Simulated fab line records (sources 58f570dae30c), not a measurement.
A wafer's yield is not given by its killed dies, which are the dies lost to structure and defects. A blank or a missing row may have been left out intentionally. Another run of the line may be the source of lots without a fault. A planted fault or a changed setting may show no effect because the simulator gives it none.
The tool behind it: which one? :: flow berkeley-cmos170 :: 41 wafers from 14 lots sampled at 2 of the route's 331 steps

## WHAT THE GAUGES SHOWED, per wafer
UCB170_WELLDRIVE_THK_MEAS_02. Usual: WELLDRIVE_OXIDE_THK typically reads 199 nm, with standard deviation 3.8.
lot: L527
measured: day 3 12:19
on: film-metro-01
WELLDRIVE_OXIDE_THK (nm): 200 199 199
flag: 

lot: L529
measured: day 3 21:40
on: film-metro-03
WELLDRIVE_OXIDE_THK (nm): 205 195 199
flag: 

lot: L530
measured: day 3 21:42
on: film-metro-01
WELLDRIVE_OXIDE_THK (nm): 198 198 195
flag: 

lot: L531
measured: day 4 01:10
on: film-metro-03
WELLDRIVE_OXIDE_THK (nm): 198 198 200
flag: 

lot: L532
measured: day 4 11:16
on: film-metro-03
WELLDRIVE_OXIDE_THK (nm): 175 172 173
flag: OFF

lot: L533
measured: day 4 11:16
on: film-metro-01
WELLDRIVE_OXIDE_THK (nm): 180 181
flag: OFF

lot: L538
measured: day 6 02:25
on: film-metro-02
WELLDRIVE_OXIDE_THK (nm): 204 202 200
flag: 

lot: L542
measured: day 6 14:58
on: film-metro-02
WELLDRIVE_OXIDE_THK (nm): 200 199 197
flag: 

lot: L544
measured: day 7 16:52
on: film-metro-02
WELLDRIVE_OXIDE_THK (nm): 202 202 199
flag: 

lot: L546
measured: day 7 16:51
on: film-metro-01
WELLDRIVE_OXIDE_THK (nm): 209 210 207
flag: 

lot: L545
measured: day 7 19:39
on: film-metro-01
WELLDRIVE_OXIDE_THK (nm): 200 198 199
flag: 

lot: L547
measured: day 7 19:39
on: film-metro-02
WELLDRIVE_OXIDE_THK (nm): 200 201 199
flag: 

lot: L548
measured: day 7 23:08
on: film-metro-01
WELLDRIVE_OXIDE_THK (nm): 200 197 197
flag: 

lot: L550
measured: day 8 09:20
on: film-metro-01
WELLDRIVE_OXIDE_THK (nm): 202 206 204
flag: 

## TOOL THAT RAN EACH LOT (tool first, then ch and the chambers of the sampled wafers, then the start)
lot: L527
UCB170_WELLDRIVE_OXIDATION_01: furnace-01 ch 0, day 3 08:49

lot: L529
UCB170_WELLDRIVE_OXIDATION_01: furnace-01 ch 0, day 3 18:10

lot: L530
UCB170_WELLDRIVE_OXIDATION_01: furnace-01 ch 0, day 3 18:10

lot: L531
UCB170_WELLDRIVE_OXIDATION_01: furnace-01 ch 0, day 3 21:40

lot: L532
UCB170_WELLDRIVE_OXIDATION_01: furnace-01 ch 0, day 4 07:46

lot: L533
UCB170_WELLDRIVE_OXIDATION_01: furnace-01 ch 0, day 4 07:46

lot: L538
UCB170_WELLDRIVE_OXIDATION_01: furnace-02 ch 0, day 5 22:55

lot: L542
UCB170_WELLDRIVE_OXIDATION_01: furnace-02 ch 0, day 6 11:28

lot: L544
UCB170_WELLDRIVE_OXIDATION_01: furnace-04 ch 0, day 7 13:21

lot: L546
UCB170_WELLDRIVE_OXIDATION_01: furnace-04 ch 0, day 7 13:21

lot: L545
UCB170_WELLDRIVE_OXIDATION_01: furnace-01 ch 0, day 7 16:08

lot: L547
UCB170_WELLDRIVE_OXIDATION_01: furnace-01 ch 0, day 7 16:08

lot: L548
UCB170_WELLDRIVE_OXIDATION_01: furnace-01 ch 0, day 7 19:38

lot: L550
UCB170_WELLDRIVE_OXIDATION_01: furnace-01 ch 0, day 8 05:50
- UCB170_WELLDRIVE_OXIDATION_01: target thk 199 nm, ox time 9000 s.

## AS READ BY THE TOOLS THEMSELVES (means over the sampled wafers that have a number; for cases with no such wafer, the mark the record gives instead)
The record holds no such reading with a usual standard deviation.

## THE ANSWER, worked out from the rows above alone
Rule: a lot counts as off when the mean over its wafers that have a number is more than 3 standard deviations away from the usual mean. Also off: a lot with no number at a reading for which 4 or more lots have one. All remaining lots with rows at the step are treated as sound. Order of review: gauges by route order, followed by the tools' own readings, for which a lot's mean as printed above is used. At the first step where some lot is off, the reading lying furthest off is the one used; lots without a number count as furthest.
Off: L532, L533, seen at UCB170_WELLDRIVE_THK_MEAS_02 (WELLDRIVE_OXIDE_THK).
A tool fits if, at a process step before that reading, it ran every lot that is off, and no sound lot after the first of them. Gauges at UCB170_WELLDRIVE_THK_MEAS_02: tried the same way as those tools. None of those tried fits.

## WHAT THE SIMULATOR HAD INSERTED
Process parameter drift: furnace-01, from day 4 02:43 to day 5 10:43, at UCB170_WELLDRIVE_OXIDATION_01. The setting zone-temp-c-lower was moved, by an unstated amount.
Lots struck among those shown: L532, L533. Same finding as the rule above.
